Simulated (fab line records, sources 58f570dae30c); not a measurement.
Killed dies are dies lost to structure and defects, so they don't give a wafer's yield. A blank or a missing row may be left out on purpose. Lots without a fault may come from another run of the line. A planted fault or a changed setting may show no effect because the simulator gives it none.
Problem report in the 8D (eight disciplines) form, filled by code | flow berkeley_cmos170 | the parts of the form that need people (team, actions taken, sign-off) are left out

1. THE PROBLEM
cd_nm at UCB170_V2_CD_MEAS_12 reads a mean of 708.0 nm on 9 wafers of 3 lots; wafers without a fault read 700.0 nm with a standard deviation of 1.4. That is +5.7 standard deviations from the usual mean.
The step: target cd 700 nm.
First seen on wafer L926.2, day 11 13:00, on cd_sem-02. The record holds 45 wafers of 15 lots with a number at this step. Rule for "out", or "out of limits": more than 4 standard deviations from the usual mean. The other wafers with a number count as sound.

2. WHAT IT IS AND WHAT IT IS NOT
question                    | is                     | is not
which readings at this step | cd_nm                  | -
which lots                  | L924, L925, L926       | L908, L909, L912, L913, L914, L917, L919, L920, L921, L923, L927, L928
which wafers of those lots  | all that have a number | -
read on which gauges        | cd_sem-01, cd_sem-02   | -
when                        | from day 11 13:00      | up to then (33 sound wafers); but 3 sound wafers of L927 came after

3. SUSPECTS, AND WHAT RULES EACH OUT
Counting: a tool at a process step up to the reading stays a suspect if it ran every lot that is out and no sound lot after the first of them.
- the gauge at UCB170_V2_CD_MEAS_12: ruled out. The wafers that are out were read on 2 gauges (cd_sem-01, cd_sem-02).
- litho_track-04 at UCB170_V2_PEB_10: kept. It ran every lot that is out, first L926 (day 11 12:44), and no sound lot after that; its last sound lot up to then is L923 (day 11 12:11).
Left after counting: litho_track-04 at UCB170_V2_PEB_10.

4. THE CAUSE (what the simulator had put in)
Process parameter drift: litho_track-04, from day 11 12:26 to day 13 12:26, at UCB170_V2_PEB_10. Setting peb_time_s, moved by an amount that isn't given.
Counting left only this tool.

5. THE CHAIN OF EFFECTS, in route order
Each row: a reading whose mean over the struck wafers that have a number lies more than 3 standard deviations from the usual. Only readings for which the record gives a usual standard deviation are gone through. hours: the time from each lot's start at the first step in this table that gives one to its start at this step, as a median over the lots. sigmas: the change in usual standard deviations.
hours | step                 | reading | usual    | on struck wafers | change | sigmas
0     | UCB170_V2_CD_MEAS_12 | cd_nm   | 700.0 nm | 708.0            | +8.0   | +5.7

6. WHAT WOULD HAVE CAUGHT IT SOONER
In this record the first reading out of limits at a measuring or inspecting step was taken at day 11 13:00, 1 hour after the fault began at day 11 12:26.
Of the tool readings at UCB170_V2_PEB_10 for which the record gives a usual standard deviation, none was out on any struck wafer, so an alarm limit of 4 standard deviations on them would not have fired.
Of the lots that are out (3), L924 began UCB170_V2_PEB_10 on litho_track-04 after day 11 13:00. A hold on the tool at that time would have spared it.
